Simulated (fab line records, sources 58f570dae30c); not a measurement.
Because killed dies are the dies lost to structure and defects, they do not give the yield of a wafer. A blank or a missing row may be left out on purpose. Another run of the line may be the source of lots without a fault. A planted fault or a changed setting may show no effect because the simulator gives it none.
A single fault, viewed from 2 desks    flow berkeley-cmos170    what lay behind the numbers comes last; until then each desk has only its own

== AT THE METROLOGY DESK ==
What the gauges read for every lot (on any tool): the sampled wafers with a number, averaged. Marked OUT: a lot whose mean sits more than 4 standard deviations from the usual mean, which makes it out of limits; the brackets give that distance.
Columns: A = SILICIDE_TI_THK at UCB170_SILICIDE_THK_MEAS_03, usual 30.0 nm; B = cd-nm at UCB170_M2_CD_MEAS_90, usual 699.2 nm
lot   first seen here  A     B
L586  day 6 23:52      30.0  702.4
L585  day 7 00:10      30.0  702.8
L589  day 7 13:43      30.5  698.6
L590  day 7 14:32      29.9  697.9
L591  day 8 01:31      30.3  696.9
L592  day 8 01:34      30.4  698.5
L594  day 9 03:16      29.9  675.2 (-8.3) OUT
L601  day 9 20:15      30.2  698.2
L598  day 9 20:23      30.1  674.7 (-8.5) OUT
L600  day 9 20:43      30.1  700.8
L602  day 10 17:04     29.7  698.3
L605  day 10 17:14     30.2  696.2
L606  day 11 14:22     29.8  698.5
L608  day 11 19:56     30.3  698.7
This desk finds L594, L598 out of limits, L594 being first, at day 9 21:08 (cd-nm at UCB170_M2_CD_MEAS_90). In limits: L586, L585, L589, L590, L591, L592, L601, L600, L602, L605, L606, L608.

== FOR THE TOOL OWNER'S DESK: rie-metal-02 ==
The tool's own readings at UCB170_M2_METAL_ETCH_18 (etches Al in Cl2/BCl3, stops on SiO2, target depth 1170 nm, time 195 s): means of the sampled wafers that have a number, for each lot that ran on this tool. Marked OUT: a lot whose mean sits more than 4 standard deviations from the usual mean, which makes it out of limits; the brackets give that distance.
Columns: A = drypump-motor-current-A at UCB170_M2_METAL_ETCH_18, usual 5.8 A; B = oes-product-au at UCB170_M2_METAL_ETCH_18, usual 0.859 a.u.; C = throttle-valve-pct at UCB170_M2_METAL_ETCH_18, usual 24.53 %
lot   first seen here  A    B      C
L586  day 7 16:28      5.4  0.859  24.42
L592  day 8 20:32      5.4  0.858  24.43
L594  day 9 20:53      5.6  0.850  24.39
L598  day 10 15:43     6.0  0.868  24.35
Finding of this desk: none of the 4 lots has anything out of limits.

== PUT TOGETHER ==
The metrology desk could have raised an alarm at day 9 21:08, on L594, L598.
The tool owner's desk saw nothing out of limits.
Tool owner's desk: L594, L598 on record, inside its limits.
The lots listed all ran UCB170_M2_METAL_ETCH_18 on rie-metal-02.

== WHAT THE SIMULATOR HAD PUT IN ==
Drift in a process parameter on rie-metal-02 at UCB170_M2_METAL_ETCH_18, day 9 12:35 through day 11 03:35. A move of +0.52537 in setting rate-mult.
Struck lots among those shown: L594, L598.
Hours from the fault's start to each desk's first reading out of limits: the metrology desk, 9.
